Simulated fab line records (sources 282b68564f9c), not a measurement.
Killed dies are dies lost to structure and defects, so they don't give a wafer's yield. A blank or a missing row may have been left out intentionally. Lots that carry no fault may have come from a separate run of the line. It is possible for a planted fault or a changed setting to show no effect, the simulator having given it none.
Which of the tools did it? / flow rit cmos / 21 wafers from 7 lots sampled at 2 of the route's 202 steps

== WHAT THE GAUGES READ, wafer by wafer ==
RIT_NLDD_OVL_MEAS_06.
lot=L773; measured=day 3 20:28; on=overlay-01; NLDD_OVL (nm)=-0.3 -0.1 -0.7
lot=L777; measured=day 4 06:11; on=overlay-02; NLDD_OVL (nm)=1.7 -1.5 1.2
lot=L780; measured=day 4 17:18; on=overlay-02; NLDD_OVL (nm)=1.0 0.0 -0.9
lot=L782; measured=day 5 02:31; on=overlay-02; NLDD_OVL (nm)=0.5 2.0 1.5
lot=L784; measured=day 5 11:34; on=overlay-01; NLDD_OVL (nm)=-302.6 -300.3 -300.4
lot=L789; measured=day 6 14:52; on=overlay-02; NLDD_OVL (nm)=-0.8 0.2 1.2
lot=L794; measured=day 7 14:11; on=overlay-02; NLDD_OVL (nm)=-0.4 0.4 0.4

== WHAT TOOL EACH LOT RAN ON (gives the tool, then ch and the chambers of the sampled wafers, and finally the start) ==
lot=L773; RIT_NLDD_EXPOSE_03=iline stepper-01 ch 0, day 3 20:00
lot=L777; RIT_NLDD_EXPOSE_03=iline stepper-01 ch 0, day 4 05:47
lot=L780; RIT_NLDD_EXPOSE_03=iline stepper-02 ch 0, day 4 16:54
lot=L782; RIT_NLDD_EXPOSE_03=iline stepper-02 ch 0, day 5 02:07
lot=L784; RIT_NLDD_EXPOSE_03=iline stepper-01 ch 0, day 5 11:11
lot=L789; RIT_NLDD_EXPOSE_03=iline stepper-02 ch 0, day 6 14:28
lot=L794; RIT_NLDD_EXPOSE_03=iline stepper-02 ch 0, day 7 13:47
- RIT_NLDD_EXPOSE_03: exposes mask M7, target cd 40700 nm.

== THE ANSWER, worked out from the rows above alone ==
Rule: the lots themselves supply what counts as usual. Put in order of their means at a reading, lots are off if they are a third of the lots or fewer, leave a main group of 4 or more, and stand apart from it by a gap of 3 or more times the standard deviation of the main group's means; of several such gaps the widest counts. A main group whose means are all the same, to the digits that the tables above print for the reading, isn't used. A lot without any number at a reading at which 4 lots or more have one is off too. All remaining lots with rows at the step are treated as sound.
Off: at RIT_NLDD_OVL_MEAS_06 (NLDD_OVL), L784. For the main group the mean is 0.3 nm and the standard deviation 0.52.
A tool fits if, at a process step before that reading, it ran every lot that is off, and no sound lot after the first of them. Those tools and the gauges at RIT_NLDD_OVL_MEAS_06 are tried in the same way. Undecided on this evidence; 2 tools fit (iline stepper-01 at RIT_NLDD_EXPOSE_03, overlay-01 at RIT_NLDD_OVL_MEAS_06).

== WHAT THE SIMULATOR HAD PUT IN ==
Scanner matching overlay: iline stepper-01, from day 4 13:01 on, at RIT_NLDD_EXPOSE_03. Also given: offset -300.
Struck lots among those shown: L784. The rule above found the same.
